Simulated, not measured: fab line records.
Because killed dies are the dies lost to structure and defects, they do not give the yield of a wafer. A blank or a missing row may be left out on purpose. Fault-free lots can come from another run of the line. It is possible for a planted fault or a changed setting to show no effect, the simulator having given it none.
Split-lot study | flow berkeleyCmos170 | on a route of 331 steps: 5 lots, 23 wafers read

== SPLIT DETAILS ==
At UCB170_V2_EXPOSE_09 (exposes mask VIA2, target cd 700 nm), the setting doseMj was moved away from the recipe's 37 on 9 of the 23 wafers read, by -7.3% to +5.9%. For the rest of the wafers, this setting stayed at what the recipe calls for.

== FROM THE SPLIT TO THE READING: what the file shows between them, 5 steps ==
- UCB170_V2_PEB_10
- UCB170_V2_DEVELOP_11: develop time 45 s
- UCB170_V2_CD_MEAS_12: target cd 700 nm
- UCB170_V2_ETCH_14: etches SiO2 in CHF3/CF4/Ar, stops on Al, target depth 1250 nm, time 291 s
- UCB170_V2_STRIP_15: strips in O2

== THE READING ==
At UCB170_V2_CD_MEAS_90: cdNm in nanometres, against a target cd of 700 nm. On this fab line, fault-free wafers typically give 698.8 nm with a standard deviation of 1.3 nm.

wafer  | tool, chamber at the split | doseMj as run | against the recipe | cdNm, nm | against lot-mates on the recipe
L076.1 | krfScanner-01, 0           | 39.2          | +5.9%              | 708.7    | +9.1
L076.2 | krfScanner-01, 0           | 37            | recipe             | 699.5    | -
L076.3 | krfScanner-01, 0           | 37            | recipe             | 699.2    | -
L076.4 | krfScanner-01, 0           | 39.2          | +5.9%              | 709.3    | +9.7
L076.5 | krfScanner-01, 0           | 37            | recipe             | 700.2    | -
L075.1 | krfScanner-02, 0           | 37            | recipe             | 701.4    | -
L075.2 | krfScanner-02, 0           | 37            | recipe             | 700.8    | -
L075.3 | krfScanner-02, 0           | 35.56         | -3.9%              | 693.9    | -7.2
L075.5 | krfScanner-02, 0           | 35.56         | -3.9%              | 694.5    | -6.6
L075.6 | krfScanner-02, 0           | 37            | recipe             | 701.1    | -
L077.1 | krfScanner-01, 0           | 37            | recipe             | 696.8    | -
L077.2 | krfScanner-01, 0           | 37            | recipe             | 696.5    | -
L077.3 | krfScanner-01, 0           | 37            | recipe             | 697.9    | -
L082.2 | krfScanner-02, 0           | 38.57         | +4.2%              | 706.3    | +8.4
L082.3 | krfScanner-02, 0           | 38.57         | +4.2%              | 705.9    | +8.0
L082.4 | krfScanner-02, 0           | 37            | recipe             | 698.4    | -
L082.5 | krfScanner-02, 0           | 38.57         | +4.2%              | 705.4    | +7.5
L082.6 | krfScanner-02, 0           | 37            | recipe             | 697.4    | -
L083.1 | krfScanner-01, 0           | 37            | recipe             | 699.2    | -
L083.2 | krfScanner-01, 0           | 37            | recipe             | 698.2    | -
L083.3 | krfScanner-01, 0           | 37            | recipe             | 698.8    | -
L083.4 | krfScanner-01, 0           | 34.3          | -7.3%              | 683.8    | -14.9
L083.6 | krfScanner-01, 0           | 34.3          | -7.3%              | 684.7    | -14.0

FIT RESULTS
A straight line over all 23 wafers: cdNm changes by +1.76 nm for each +1% of doseMj; r = +0.97; the points scatter about the line by 1.5 nm.
The same after taking each lot's own level away (the mean of its wafers on the recipe; 23 wafers): +1.83 nm for each +1%; r = +0.99; scatter 0.71 nm.
The reading moves by 13 nm for the largest change in doseMj, on that fit.
From 697.07 to 701.10 nm: that is the span of the lots' own levels, equal to 3.1 times the standard deviation above.
So the lot-to-lot level changes the slope little: the two slopes agree.
Check: -13.1 nm against its lot-mates is what the line predicts for one of the wafers moved furthest among these (-7.3%) when that wafer is left out of the fit. It came out at -14.9 nm against them.

== THESE WAFERS: OTHER SPLITS ==
Other splits were also applied to these wafers ahead of the reading. Each is held against what the fit with the lots' levels taken away leaves over:
other split on the same wafers      | wafers away from the commonest value | r with cdNm (lot level and that fit taken away)
UCB170_BACKSIDE_COAT_01 resistThkNm | 5                                    | -0.18
UCB170_CONTACT_CVD_01 tempC         | 15                                   | +0.30
UCB170_CONTACT_ETCH_17 sourceW      | 5                                    | -0.22
UCB170_M1_METAL_ETCH_12 icpW        | 7                                    | -0.19
UCB170_M2_METAL_ETCH_18 icpW        | 7                                    | +0.01

== THE WHOLE CHAIN: every reading that the file lists as answering this split, in the file's order ==
step                 | what it does                                                              | reading                                                  | change (the file's fit)              | r (the file's)
UCB170_V2_CD_MEAS_12 | target cd 700 nm                                                          | cdNm                                                     | +1.78 nm for each +1% of the setting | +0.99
UCB170_V2_ETCH_14    | etches SiO2 in CHF3/CF4/Ar, stops on Al, target depth 1250 nm, time 291 s | V2.cdNm (the simulator's own value, which no gauge read) | +1.85 nm for each +1% of the setting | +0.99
UCB170_V2_CD_MEAS_90 | target cd 700 nm                                                          | cdNm                                                     | +1.82 nm for each +1% of the setting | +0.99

== THE FILE'S OWN FIT ==
cdNm changes by +1.82 nm for each +1% of doseMj, r = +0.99.
